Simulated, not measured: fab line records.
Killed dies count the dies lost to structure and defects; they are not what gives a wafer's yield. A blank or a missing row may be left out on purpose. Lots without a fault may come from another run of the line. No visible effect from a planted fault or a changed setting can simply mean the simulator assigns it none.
fab line records -- flow rit_cmos
[record] lots = 5, wafers = 15, last_day = 8
route steps=202 shown GATE@94 REOX@98 NLDD@103
lots that met no fault: from a run of the same line without faults
start_h: the number of hours between the record's first day and the start of the first shown wafer of the lot -- wait_h: hours since the lot's step before -- " as in the row above -- L1.1+2: several wafers, shown together as one row -- - either no value or no given start -- * or withheld: withheld -- < > ~ a bound
route shown NAME@n: NAME is a module with steps in the file, n the number in the route of the first one -- usual: the fault-free wafers' mean and standard deviation -- same: alike in all rows -- chamber/n: place in a boat -- sites: the reading at each site -- _std_site: their standard deviation -- _edge_site: the outer-site mean with the inner-site mean subtracted -- radius_mm: how far each site lies from the wafer's centre -- mask NAME#n: copy n -- behind: the last tool/chamber to shape the wafer -- hold: reason for holding the lot/hours on hold/outcome of the hold -- device: which transistor (n, p or np) failed to switch -- end of line: the same wafers' tests at the end of the route -- for a step that has no rows: nothing shown but its recipe -- killed: at the first sort, the dies lost to defects and structure; wafer yield is something else -- map: dies across one wafer; x = killed, . = not, _ = none there
set.NAME: the setting the step ran with; set.NAME@STEP: the setting that earlier step ran with -- model.NAME: the simulator's own value behind a step, which no gauge read
lots at some steps of the route; a table a step, a row a wafer
services: a tool's chamber out of use, with start hour (start_h, from the record's first day; less than 0 if before it), hours out, and reason
[[steps]]
[step RIT_GATE_HARDBAKE_18]
[recipe] resist = NOVOLAK, temp_c = 140, time_s = 60
[step RIT_GATE_ETCH_19]
[recipe] chemistry = SF6/CHF3/O2, time_s = 165, SF6_flow_sccm = 30, CHF3_flow_sccm = 30, O2_flow_sccm = 5, target = poly-Si, pressure_mtorr = 40, rf_w = 166.1, target_depth_a = 3125, over_etch_frac = 0.25, stop_on = SiO2
[usual] SF6_flow_sccm = 30.00/0.084, drypump_motor_current_A = 5.8/0.49, oes_product_au = 0.849/0.011, throttle_valve_pct = 10.20/0.1
[same] over_etch_frac = 0.25
lot.wafer,tool,chamber,start_h,wait_h,SF6_flow_sccm,drypump_motor_current_A,oes_product_au,rf_hours_counter_h,throttle_valve_pct
L883.1,rie_si-01,2,42.52,0.1,30.10,5.6,0.846,157,10.11
L883.3,rie_si-01,1,42.52,0.1,30.02,5.7,0.837,2,10.23
L883.4,rie_si-01,1,42.52,0.1,29.95,5.7,0.839,-,10.23
L891.2,rie_si-02,1,87.16,0.1,29.93,6.5,0.841,1,10.14
L891.3,rie_si-02,3,87.16,0.1,29.81,5.0,0.842,95,10.22
L891.4,rie_si-02,2,87.16,0.1,29.92,6.2,0.872,89,10.15
L902.1,rie_si-01,2,145.97,0.1,29.93,5.6,0.845,0,10.10
L902.3,rie_si-01,3,145.97,0.1,30.09,5.5,0.868,2,10.14
L902.4,rie_si-01,0,145.97,0.1,30.09,6.3,0.844,1,10.48
L903.3,rie_si-02,0,148.40,0.1,29.99,5.2,0.863,87,10.20
L903.4,rie_si-02,0,148.40,0.1,30.02,5.2,0.854,-,10.21
L903.5,rie_si-02,2,148.40,0.1,30.01,6.2,0.863,-,10.17
L905.1,rie_si-02,3,163.24,0.1,30.09,5.0,0.834,95,10.20
L905.4,rie_si-02,2,163.24,0.1,30.05,6.2,0.866,89,10.17
L905.6,rie_si-02,2,163.24,0.1,30.00,6.2,0.868,-,10.14
[step RIT_GATE_STRIP_20]
[recipe] chemistry = O2, time_s = 180, resist = NOVOLAK, platen_temp_c = withheld, power_w = 500, pressure_mtorr = 4000, o2_flow_sccm = 4000
[usual] drypump_motor_current_A = 5.9/0.4
lot.wafer,tool,chamber,start_h,wait_h,drypump_motor_current_A,rf_hours_counter_h
L883.1,plasma_asher-03,0,42.62,0.1,6.1,24
L883.3,plasma_asher-03,1,42.62,0.1,5.4,-
L883.4,plasma_asher-03,0,42.62,0.1,6.2,-
L891.2,plasma_asher-02,0,87.27,0.1,6.1,42
L891.3,plasma_asher-02,0,87.27,0.1,6.0,-
L891.4,plasma_asher-02,1,87.27,0.1,6.1,-
L902.1,plasma_asher-04,0,146.08,0.1,5.1,53
L902.3,plasma_asher-04,0,146.08,0.1,5.1,-
L902.4,plasma_asher-04,1,146.08,0.1,6.2,-
L903.3,plasma_asher-02,1,148.56,0.1,6.1,-
L903.4,plasma_asher-02,0,148.56,0.1,6.1,-
L903.5,plasma_asher-02,1,148.56,0.1,6.1,-
L905.1,plasma_asher-03,1,163.35,0.1,5.4,37
L905.4,plasma_asher-03,1,163.35,0.1,5.4,-
L905.6,plasma_asher-03,0,163.35,0.1,6.2,-
[step RIT_GATE_CD_MEAS_90]
[recipe] target_cd_nm = 150
[usual] cd_nm = 149.3/1.8
lot.wafer,tool,chamber,start_h,wait_h,cd_nm
L883.1,cd_sem-02,-,42.80,0.1,150.7
L883.3,cd_sem-02,-,42.80,0.1,151.2
L883.4,cd_sem-02,-,42.80,0.1,149.9
L891.2,cd_sem-02,-,87.46,0.1,149.8
L891.3,cd_sem-02,-,87.46,0.1,149.1
L891.4,cd_sem-02,-,87.46,0.1,151.6
L902.1,cd_sem-02,-,146.26,0.1,148.0
L902.3,cd_sem-02,-,146.26,0.1,146.9
L902.4,cd_sem-02,-,146.26,0.1,147.0
L903.3,cd_sem-01,-,148.72,0.1,146.9
L903.4,cd_sem-01,-,148.72,0.1,146.7
L903.5,cd_sem-01,-,148.72,0.1,150.7
L905.1,cd_sem-01,-,163.52,0.1,150.1
L905.4,cd_sem-01,-,163.52,0.1,148.1
L905.6,cd_sem-01,-,163.52,0.1,150.3
[step RIT_REOX_CLEAN_00]
[recipe] chemistry = SC1, mix = 3:3:50, time_s = 600, temp_c = 75
[step RIT_REOX_CLEAN_01]
[recipe] chemistry = dHF, dilution = 50:1, time_s = 30
[step RIT_REOX_CLEAN_02]
[recipe] chemistry = SC2, mix = 3:3:50, time_s = 600, temp_c = 75, dry = n2_spin
[step RIT_REOX_OXIDATION_03]
[recipe] temp_c = 900, ambient = O2, target_thk_a = 252, ox_time_s = 5580
[step RIT_REOX_THK_MEAS_04]
[recipe] reads = SiO2_of_REOX_OXIDATION_03
[usual] REOX_OXIDE_THK = 25.2/0.46
lot.wafer,tool,chamber,start_h,wait_h,REOX_OXIDE_THK[nm]
L883.1,film_metro-02,-,47.61,0.0,25.4
L883.3,film_metro-02,-,47.61,0.0,25.6
L883.4,film_metro-02,-,47.61,0.0,25.4
L891.2,film_metro-04,-,92.53,0.0,25.4
L891.3,film_metro-04,-,92.53,0.0,25.1
L891.4,film_metro-04,-,92.53,0.0,25.0
L902.1,film_metro-02,-,151.88,0.0,24.5
L902.3,film_metro-02,-,151.88,0.0,24.7
L902.4,film_metro-02,-,151.88,0.0,24.5
L903.3,film_metro-01,-,151.90,0.0,24.9
L903.4,film_metro-01,-,151.90,0.0,24.8
L903.5,film_metro-01,-,151.90,0.0,24.6
L905.1,film_metro-01,-,168.61,0.0,24.1
L905.4,film_metro-01,-,168.61,0.0,24.1
L905.6,film_metro-01,-,168.61,0.0,24.5
[step RIT_NLDD_HMDS_00]
[recipe] prime_time_s = 60, prime_temp_c = 140
[step RIT_NLDD_COAT_01]
[recipe] resist = NOVOLAK, spin_rpm = 3250, resist_thk_nm = 1000
[step RIT_NLDD_SOFTBAKE_02]
[recipe] resist = NOVOLAK, temp_c = 90, time_s = 60
[step RIT_NLDD_EXPOSE_03]
[recipe] mask_id = M7, na = 0.57, target_cd_nm = 40700, dose_mj = 250
[usual] exposure_dose_mJ_cm2 = 250.02/0.26, focus_offset_nm = -0.1/0.48
[same] na = 0.57
lot.wafer,tool,chamber,start_h,wait_h,mask,exposure_dose_mJ_cm2,focus_offset_nm
L883.1,iline_stepper-02,0,48.12,0.1,M7#0,249.94,-0.9
L883.3,iline_stepper-02,0,48.12,0.1,M7#0,249.65,0.0
L883.4,iline_stepper-02,0,48.12,0.1,M7#0,250.27,-1.0
L891.2,iline_stepper-02,0,93.17,0.2,M7_R1#0,249.64,0.2
L891.3,iline_stepper-02,0,93.17,0.2,M7_R1#0,250.13,0.3
L891.4,iline_stepper-02,0,93.17,0.2,M7_R1#0,250.38,-0.2
L902.1,iline_stepper-01,0,152.39,0.1,M7#0,250.12,-0.5
L902.3,iline_stepper-01,0,152.39,0.1,M7#0,250.28,0.0
L902.4,iline_stepper-01,0,152.39,0.1,M7#0,250.12,0.2
L903.3,iline_stepper-02,0,152.67,0.3,M7#0,250.28,0.0
L903.4,iline_stepper-02,0,152.67,0.3,M7#0,249.70,0.2
L903.5,iline_stepper-02,0,152.67,0.3,M7#0,250.46,-0.9
L905.1,iline_stepper-02,0,169.12,0.1,M7#0,249.91,0.7
L905.4,iline_stepper-02,0,169.12,0.1,M7#0,249.48,0.4
L905.6,iline_stepper-02,0,169.12,0.1,M7#0,249.57,0.7
[step RIT_NLDD_PEB_04]
[recipe] resist = NOVOLAK, temp_c = withheld, time_s = withheld
[[services]]
tool,chamber,start_h,hours,kind
rie_si-01,0,26.92,-,clean
rie_si-01,0,26.92,21.1,scheduled_down
rie_si-01,0,26.92,21.1,vent_cycle
plasma_asher-02,-,34.74,1.7,repair
iline_stepper-01,0,51.91,-,calibration
plasma_asher-02,-,68.80,1.6,repair
iline_stepper-01,-,71.45,5.4,repair
rie_si-01,2,80.18,-,clean
rie_si-01,2,80.18,22.9,scheduled_down
rie_si-01,2,80.18,22.9,vent_cycle
rie_si-01,-,87.12,2.8,pm
iline_stepper-02,-,90.61,1.7,pm
plasma_asher-03,-,103.58,2.8,pm
plasma_asher-02,-,108.75,9.0,pm
plasma_asher-02,0,108.75,9.0,vent_cycle
plasma_asher-02,1,108.75,9.0,vent_cycle
plasma_asher-02,0,117.75,-,clean
plasma_asher-02,1,117.75,-,clean
iline_stepper-02,0,137.05,-,calibration
rie_si-02,1,145.58,6.2,repair
rie_si-01,-,167.33,1.2,repair
[[key]]
[first_sign] step = RIT_NLDD_EXPOSE_03, reading = mask, direction = changed
effect none on later readings
met_at RIT_NLDD_EXPOSE_03
struck_wafers L891.2,L891.3,L891.4
tester_left_out L891
onset_between 48.12 93.17
[fault] kind = wrong_mask, tool = any, chamber = -, onset_h = 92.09, steps = RIT_NLDD_EXPOSE_03, aux_copy = M7_R1#0, cd_offset_nm = -220, scope = struck_lots_only
// tester_left_out: of these lots the tester's yield and bins aren't shown, on N5 and GAA mostly nor the transistor test; their killed dies are dies lost to structure and defects alone, not to doping, threshold or leakage, so they don't give the yield
